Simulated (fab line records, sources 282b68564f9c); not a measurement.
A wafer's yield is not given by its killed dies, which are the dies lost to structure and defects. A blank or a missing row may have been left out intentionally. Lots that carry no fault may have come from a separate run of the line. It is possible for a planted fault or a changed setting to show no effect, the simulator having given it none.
What tool caused it? || flow rit cmos || 42 wafers from 14 lots sampled at 3 of the route's 202 steps

## WHAT THE GAUGES READ, wafer by wafer
RIT_PSD_TW_MEAS_10. Usual: for PSD_TW the level is 3453 and the standard deviation is 36.
{"lot": "L956", "measured": "day 3 03:18", "on": "film metro-01", "PSD_TW": "3436 3440 3444", "flag": ""}
{"lot": "L958", "measured": "day 3 15:34", "on": "film metro-03", "PSD_TW": "3321 3302 3309", "flag": "OFF"}
{"lot": "L959", "measured": "day 3 19:08", "on": "film metro-02", "PSD_TW": "3267 3241 3270", "flag": "OFF"}
{"lot": "L960", "measured": "day 4 02:28", "on": "film metro-02", "PSD_TW": "3435 3450 3440", "flag": ""}
{"lot": "L970", "measured": "day 6 08:49", "on": "film metro-02", "PSD_TW": "3421 3438 3419", "flag": ""}
{"lot": "L971", "measured": "day 7 01:49", "on": "film metro-02", "PSD_TW": "3434 3401 3422", "flag": ""}
{"lot": "L972", "measured": "day 7 13:19", "on": "film metro-03", "PSD_TW": "3495 3501 3492", "flag": ""}
{"lot": "L973", "measured": "day 7 14:23", "on": "film metro-02", "PSD_TW": "3434 3444 3441", "flag": ""}
{"lot": "L974", "measured": "day 8 03:41", "on": "film metro-02", "PSD_TW": "3421 3401 3427", "flag": ""}
{"lot": "L975", "measured": "day 8 03:56", "on": "film metro-01", "PSD_TW": "3417 3416 3415", "flag": ""}
{"lot": "L976", "measured": "day 8 04:08", "on": "film metro-03", "PSD_TW": "3525 3509 3519", "flag": ""}
{"lot": "L977", "measured": "day 8 08:10", "on": "film metro-03", "PSD_TW": "3522 3507 3508", "flag": ""}
{"lot": "L979", "measured": "day 8 17:14", "on": "film metro-03", "PSD_TW": "3511 3499 3501", "flag": ""}
{"lot": "L978", "measured": "day 8 18:25", "on": "film metro-03", "PSD_TW": "3519 3518 3509", "flag": ""}

RIT_SDANNEAL_RS_MEAS_04: a four-point-probe measurement. Usual: for PSD_RS the level is 115.76 ohm/sq and the standard deviation is 0.29.
{"lot": "L956", "measured": "day 3 03:47", "on": "film metro-01", "PSD_RS (ohm/sq)": "115.51 115.46 115.08", "flag": ""}
{"lot": "L958", "measured": "day 3 16:03", "on": "film metro-03", "PSD_RS (ohm/sq)": "129.76 129.80 130.25", "flag": "OFF"}
{"lot": "L959", "measured": "day 3 19:38", "on": "film metro-02", "PSD_RS (ohm/sq)": "129.81 129.41 129.68", "flag": "OFF"}
{"lot": "L960", "measured": "day 4 02:57", "on": "film metro-01", "PSD_RS (ohm/sq)": "115.40 115.53 115.48", "flag": ""}
{"lot": "L970", "measured": "day 6 09:18", "on": "film metro-01", "PSD_RS (ohm/sq)": "115.86 115.65 115.85", "flag": ""}
{"lot": "L971", "measured": "day 7 02:18", "on": "film metro-01", "PSD_RS (ohm/sq)": "116.12 116.03 115.68", "flag": ""}
{"lot": "L972", "measured": "day 7 13:48", "on": "film metro-01", "PSD_RS (ohm/sq)": "115.54 115.63 115.48", "flag": ""}
{"lot": "L973", "measured": "day 7 14:59", "on": "film metro-02", "PSD_RS (ohm/sq)": "115.12 115.19 115.11", "flag": ""}
{"lot": "L974", "measured": "day 8 04:10", "on": "film metro-02", "PSD_RS (ohm/sq)": "115.56 115.16 115.23", "flag": ""}
{"lot": "L975", "measured": "day 8 04:26", "on": "film metro-03", "PSD_RS (ohm/sq)": "115.64 115.54 115.90", "flag": ""}
{"lot": "L976", "measured": "day 8 04:38", "on": "film metro-01", "PSD_RS (ohm/sq)": "116.04 115.71 115.94", "flag": ""}
{"lot": "L977", "measured": "day 8 08:41", "on": "film metro-03", "PSD_RS (ohm/sq)": "115.70 115.69 115.81", "flag": ""}
{"lot": "L979", "measured": "day 8 17:44", "on": "film metro-01", "PSD_RS (ohm/sq)": "115.48 115.69 115.86", "flag": ""}
{"lot": "L978", "measured": "day 8 18:58", "on": "film metro-02", "PSD_RS (ohm/sq)": "115.73 116.24 115.81", "flag": ""}

## EACH LOT AND THE TOOL THAT RAN IT (in order: tool; ch and the chambers of the sampled wafers; start)
{"lot": "L956", "RIT_PSD_IMPLANT_08": "implanter-04 ch 0, day 3 02:59"}
{"lot": "L958", "RIT_PSD_IMPLANT_08": "implanter-04 ch 0, day 3 15:14"}
{"lot": "L959", "RIT_PSD_IMPLANT_08": "implanter-04 ch 0, day 3 18:50"}
{"lot": "L960", "RIT_PSD_IMPLANT_08": "implanter-02 ch 0, day 4 02:08"}
{"lot": "L970", "RIT_PSD_IMPLANT_08": "implanter-03 ch 0, day 6 08:29"}
{"lot": "L971", "RIT_PSD_IMPLANT_08": "implanter-03 ch 0, day 7 01:29"}
{"lot": "L972", "RIT_PSD_IMPLANT_08": "implanter-04 ch 0, day 7 12:59"}
{"lot": "L973", "RIT_PSD_IMPLANT_08": "implanter-03 ch 0, day 7 14:04"}
{"lot": "L974", "RIT_PSD_IMPLANT_08": "implanter-04 ch 0, day 8 03:22"}
{"lot": "L975", "RIT_PSD_IMPLANT_08": "implanter-02 ch 0, day 8 03:38"}
{"lot": "L976", "RIT_PSD_IMPLANT_08": "implanter-03 ch 0, day 8 03:49"}
{"lot": "L977", "RIT_PSD_IMPLANT_08": "implanter-03 ch 0, day 8 07:53"}
{"lot": "L979", "RIT_PSD_IMPLANT_08": "implanter-04 ch 0, day 8 16:55"}
{"lot": "L978", "RIT_PSD_IMPLANT_08": "implanter-04 ch 0, day 8 18:05"}
- RIT_PSD_IMPLANT_08

## WHAT THE TOOLS THEMSELVES READ (means of the sampled wafers that have a number; where no wafer has one, the mark that the record gives instead)
RIT_PSD_IMPLANT_08. Usual: beam energy keV at 27.000, with a standard deviation of 0.0084.
{"lot": "L956", "tool": "implanter-04", "beam energy keV": 26.992, "flag": ""}
{"lot": "L958", "tool": "implanter-04", "beam energy keV": 21.568, "flag": "OFF"}
{"lot": "L959", "tool": "implanter-04", "beam energy keV": 21.550, "flag": "OFF"}
{"lot": "L960", "tool": "implanter-02", "beam energy keV": 27.008, "flag": ""}
{"lot": "L970", "tool": "implanter-03", "beam energy keV": 27.008, "flag": ""}
{"lot": "L971", "tool": "implanter-03", "beam energy keV": 27.005, "flag": ""}
{"lot": "L972", "tool": "implanter-04", "beam energy keV": 27.011, "flag": ""}
{"lot": "L973", "tool": "implanter-03", "beam energy keV": 26.990, "flag": ""}
{"lot": "L974", "tool": "implanter-04", "beam energy keV": 26.994, "flag": ""}
{"lot": "L975", "tool": "implanter-02", "beam energy keV": 27.009, "flag": ""}
{"lot": "L976", "tool": "implanter-03", "beam energy keV": 27.000, "flag": ""}
{"lot": "L977", "tool": "implanter-03", "beam energy keV": 26.994, "flag": ""}
{"lot": "L979", "tool": "implanter-04", "beam energy keV": 27.003, "flag": ""}
{"lot": "L978", "tool": "implanter-04", "beam energy keV": 26.999, "flag": ""}

## THE ANSWER, worked out from the rows above alone
Rule: a lot counts as off when the mean over its wafers that have a number is more than 3 standard deviations away from the usual mean. A lot without any number at a reading at which 4 lots or more have one is off too. All remaining lots with rows at the step are treated as sound. First the gauges in route order, then the tools' own readings, where a lot's mean is used as printed above. The first step at which some lot is off is used, and at that step the reading that is off furthest; a lot without a number counts as furthest.
Off: L958, L959, at RIT_PSD_TW_MEAS_10 (PSD_TW).
If a tool, at a process step before that reading, ran all the lots that are off and no sound lot after the first of them, it fits. The gauges at RIT_PSD_TW_MEAS_10 aren't tried: what is off there is off at RIT_PSD_IMPLANT_08 too, on other tools, and a gauge's error can't cause that. No candidate that was tried fits.

## WHAT THE SIMULATOR HAD INSERTED
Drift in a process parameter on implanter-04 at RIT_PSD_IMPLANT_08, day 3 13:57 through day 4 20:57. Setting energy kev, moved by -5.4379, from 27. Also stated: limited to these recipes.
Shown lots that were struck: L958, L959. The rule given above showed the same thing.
